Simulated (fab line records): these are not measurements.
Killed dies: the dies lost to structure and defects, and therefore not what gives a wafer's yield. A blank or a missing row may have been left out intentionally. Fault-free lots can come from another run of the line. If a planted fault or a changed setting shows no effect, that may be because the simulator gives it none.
Code-filled problem report in 8D (eight disciplines) form ; flow berkeleyCmos170 ; the parts of the form that need people (team, actions taken, sign-off) are left out

== 1. THE PROBLEM ==
FIELD_OXIDE_THK at UCB170_FIELD_THK_MEAS_02 reads a mean of 324 nm on 6 wafers of 2 lots; wafers without a fault read 557 nm with a standard deviation of 8.8. That puts it -27 standard deviations away from the usual mean.
First observed at day 9 21:44: wafer L119.1, on filmMetro-02. At this step, 42 wafers from 14 lots have a number in the record. By rule, "out" or "out of limits" means more than 4 standard deviations away from the usual mean. The rest of the wafers with a number are treated as sound.

== 2. WHAT IT IS, WHAT IT ISN'T ==
question;is;is not
which readings at this step;FIELD_OXIDE_THK;-
which lots;L118, L119;L100, L101, L103, L104, L106, L107, L109, L110, L111, L112, L113, L998
which wafers of those lots;all that have a number;-
read on which gauges;filmMetro-02, filmMetro-04;filmMetro-01
when;from day 9 21:44;up to then (36 sound wafers)

== 3. THE SUSPECTS, EACH WITH WHAT RULES IT OUT ==
Counting: a tool at any process step up to the reading remains a suspect when it ran all the lots that are out and ran no sound lot after the first of those.
- the gauge at UCB170_FIELD_THK_MEAS_02 has been ruled out. 2 gauges (filmMetro-02, filmMetro-04) read the wafers that are out.
- furnace-01 at UCB170_FIELD_OXIDATION_01 (target thk 558.3 nm, ox time 7200 s): kept. All lots that are out passed through it, beginning with L118 at day 9 18:44, and no sound lot followed; its final sound lot before that point was L113 at day 8 19:13.
After counting, what remains is furnace-01 at UCB170_FIELD_OXIDATION_01.

== 4. THE CAUSE (what the simulator had put in) ==
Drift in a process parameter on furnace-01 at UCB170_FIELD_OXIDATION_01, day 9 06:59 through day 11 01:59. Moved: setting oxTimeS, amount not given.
This tool alone remained once counting was done.

== 5. THE EFFECT CHAIN, in route order ==
Each row: a reading whose mean over the struck wafers that have a number lies more than 3 standard deviations from the usual. Scope: only readings with a usual standard deviation given in the record; hours: median across lots of the time from each lot's start at the first step in this table that gives one to its start at this step; sigmas: change in usual standard deviations.
hours;step;reading;usual;on struck wafers;change;sigmas
0;UCB170_FIELD_THK_MEAS_02;FIELD_OXIDE_THK;557 nm;324;-233;-27
9;UCB170_FIELD_THK_MEAS_90;FIELD_OXIDE_LEFT_1_THK;440 nm;207;-233;-26
28;UCB170_FIELD_THK_MEAS_91;FIELD_OXIDE_LEFT_2_THK;352 nm;119;-233;-26

== 6. HOW IT WOULD HAVE BEEN CAUGHT EARLIER ==
15 hours passed between the start of the fault at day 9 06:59 and the first reading out of limits at a measuring or inspecting step in this record, taken at day 9 21:44.
An alarm limit of 4 standard deviations would not have fired on the tool readings at UCB170_FIELD_OXIDATION_01 for which the record gives a usual standard deviation, since none of them was out on any struck wafer.
Lots out: 2; all had begun UCB170_FIELD_OXIDATION_01 on furnace-01 by day 9 21:44. None of them would have been spared by holding the tool at that moment.
